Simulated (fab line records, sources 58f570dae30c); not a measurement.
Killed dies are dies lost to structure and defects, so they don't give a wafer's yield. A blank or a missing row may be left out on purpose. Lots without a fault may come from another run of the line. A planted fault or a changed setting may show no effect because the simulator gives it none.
Chamber matching | flow berkeley_cmos170 | UCB170_PSD_CLEAN_11 on wet_bench-01: 3 sister chambers
The step cleans in SPM, time 600 s. 3 wafers are shown with their chamber, then 4 later ones without.

WAFERS WITH THEIR CHAMBER
wafer  | chamber | bath_guard_temp_C (C)
L430.3 | 3       | 119.7
L441.6 | 1       | 120.2
L445.3 | 2       | 119.7

WAFERS WITHOUT THEIR CHAMBER
wafer  | bath_guard_temp_C (C)
L445.5 | 119.7
L447.1 | 120.1
L447.4 | 120.4
L447.6 | 120.1

WHICH CHAMBER EACH WENT THROUGH
wafer  | from the rows above     | in truth
L445.5 | can't be placed: 2 or 3 | 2
L447.1 | 1                       | 1
L447.4 | 1                       | 1
L447.6 | 1                       | 1
Placed correctly: 3 of 4. Can't be placed from these rows: 1 (the true chamber is among the candidates in 1). Placed wrongly: 0.
How it was worked out, from the rows above alone: a wafer's distance from a chamber is the root of the sum, over the readings, of the square of ((its reading less the chamber's mean) divided by the reading's scatter). The wafer belongs to the nearest chamber; if the next one is less than 2 further off, it can't be placed. A chamber's mean is the mean of its shown wafers. The scatter: with one shown wafer a chamber, the root of the mean of the squares of how far each hidden wafer lies from its nearest shown one.
